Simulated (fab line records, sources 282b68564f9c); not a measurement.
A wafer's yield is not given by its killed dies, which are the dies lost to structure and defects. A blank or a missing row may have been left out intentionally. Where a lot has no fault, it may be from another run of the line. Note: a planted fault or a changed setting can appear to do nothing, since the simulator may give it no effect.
8D (eight disciplines) problem report, filled in by code | flow rit_cmos | the parts of the form that need people (team, actions taken, sign-off) are left out

== 1. WHAT WENT WRONG ==
Mean M1_AL_RS at RIT_M1_RS_MEAS_01: 0.0786 ohm/sq over 3 wafers in 2 lots; fault-free wafers: 0.0734 ohm/sq, standard deviation 0.00078. That is +6.7 standard deviations from the usual mean.
The step: measures by four-point-probe.
First observed at day 6 07:12: wafer L692.3, on film_metro-04. At this step, 39 wafers from 13 lots have a number in the record. The rule behind "out" and "out of limits": a value lying over 4 standard deviations away from the usual mean. All remaining wafers that have a number are taken as sound.

== 2. WHAT IT IS; WHAT IT IS NOT ==
question                    | is                           | is not
which readings at this step | M1_AL_RS                     | -
which lots                  | L692, L694                   | L677, L678, L679, L680, L681, L682, L683, L684, L685, L697, L699
which wafers of those lots  | L692.3, L692.6, L694.4       | L692.4, L694.2, L694.6
read on which gauges        | film_metro-02, film_metro-04 | film_metro-01
when                        | from day 6 07:12             | up to then (28 sound wafers); but 8 sound wafers of L694, L697, L699 came after

== 3. SUSPECTS, AND WHAT RULES EACH OUT ==
Counting: any tool at a process step up to the reading remains a suspect provided it ran every lot that is out. Sound lots after the first of them don't rule it out here, since some wafers of a struck lot are sound.
- ruled out: the gauge at RIT_M1_RS_MEAS_01. 2 gauges (film_metro-02, film_metro-04) read the wafers that are out.
- pvd_sputter-03 at RIT_M1_SPUTTER_00 (material Al, target thk 400 nm, time 500 s): kept. Ran every lot that is out, first one L692 (day 6 06:52); last sound lot up to then L684 (day 4 16:26).
Left after counting: pvd_sputter-03 at RIT_M1_SPUTTER_00.

== 4. THE CAUSE (what the simulator had put in) ==
Site profile drift: pvd_sputter-03, from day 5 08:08 on, at RIT_M1_SPUTTER_00. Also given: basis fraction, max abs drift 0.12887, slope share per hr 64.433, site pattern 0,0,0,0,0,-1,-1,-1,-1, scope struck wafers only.
After counting, this tool was the only one left.

== 5. THE EFFECT CHAIN, in route order ==
Each row: a reading whose mean over the struck wafers that have a number lies more than 3 standard deviations from the usual. Scope: only readings with a usual standard deviation given in the record; hours: median across lots of the time from each lot's start at the first step in this table that gives one to its start at this step; sigmas: change in usual standard deviations.
hours | step                 | reading        | usual         | on struck wafers | change  | sigmas
0     | RIT_M1_RS_MEAS_01    | M1_AL_RS       | 0.0734 ohm/sq | 0.0786           | +0.0052 | +6.7
0     | RIT_M1_THK_MEAS_02   | M1_AL_THK      | 399 nm        | 375              | -24     | -5.3
2     | RIT_M1_METAL_ETCH_12 | oes_product_au | 0.769 a.u.    | 0.734            | -0.035  | -3.5
It contains these process steps:
- RIT_M1_METAL_ETCH_12: etches Al in Cl2/BCl3, stops on SiO2, time 165 s, target depth 600 nm.

== 6. HOW IT WOULD HAVE BEEN CAUGHT EARLIER ==
Counted from the fault's start at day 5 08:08, it took 23 hours until the first out-of-limits reading at a measuring or inspecting step in this record, taken at day 6 07:12.
No tool reading at RIT_M1_SPUTTER_00 that has a usual standard deviation in the record was out on any struck wafer, so an alarm limit of 4 standard deviations on those readings would not have fired.
Among the 2 lots that are out, L694 began RIT_M1_SPUTTER_00 on pvd_sputter-03 after day 6 07:12. A tool hold placed at that time would have kept it from harm.
